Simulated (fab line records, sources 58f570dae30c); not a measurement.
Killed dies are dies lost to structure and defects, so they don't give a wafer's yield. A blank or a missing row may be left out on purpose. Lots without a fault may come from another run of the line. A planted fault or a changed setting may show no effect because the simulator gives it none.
Which tool did it? | flow berkeley_cmos170 | 6 lots, 18 wafers sampled, at 1 step of a route of 331

WHAT THE GAUGES READ, wafer by wafer
UCB170_NVT_OVL_MEAS_06.
lot  | measured    | on         | NVT_OVL (nm)
L918 | day 7 08:07 | overlay-02 | -4 -1 1
L920 | day 7 18:55 | overlay-02 | -1 2 2
L923 | day 8 06:52 | overlay-01 | 6 6 10
L926 | day 8 19:54 | overlay-02 | -5 -2 -8
L929 | day 9 11:54 | overlay-02 | 4 0 0
L931 | day 9 17:56 | overlay-02 | 2 1 -5

WHICH TOOL RAN EACH LOT (tool, then ch and the chambers of the sampled wafers, then the start)
The record holds no process step before these readings.

THE ANSWER, worked out from the rows above alone
Rule: what is usual is taken from the lots themselves. Put in order of their means at a reading, lots are off if they are a third of the lots or fewer, leave a main group of 4 or more, and stand apart from it by a gap of 3 or more times the standard deviation of the main group's means; of several such gaps the widest counts. A main group whose means are all the same, to the digits that the tables above print for the reading, isn't used. A lot without any number at a reading at which 4 lots or more have one is off too. The other lots that the step has rows for count as sound.
No lot is off at any reading shown: from this, nothing can be told.

WHAT THE SIMULATOR HAD PUT IN
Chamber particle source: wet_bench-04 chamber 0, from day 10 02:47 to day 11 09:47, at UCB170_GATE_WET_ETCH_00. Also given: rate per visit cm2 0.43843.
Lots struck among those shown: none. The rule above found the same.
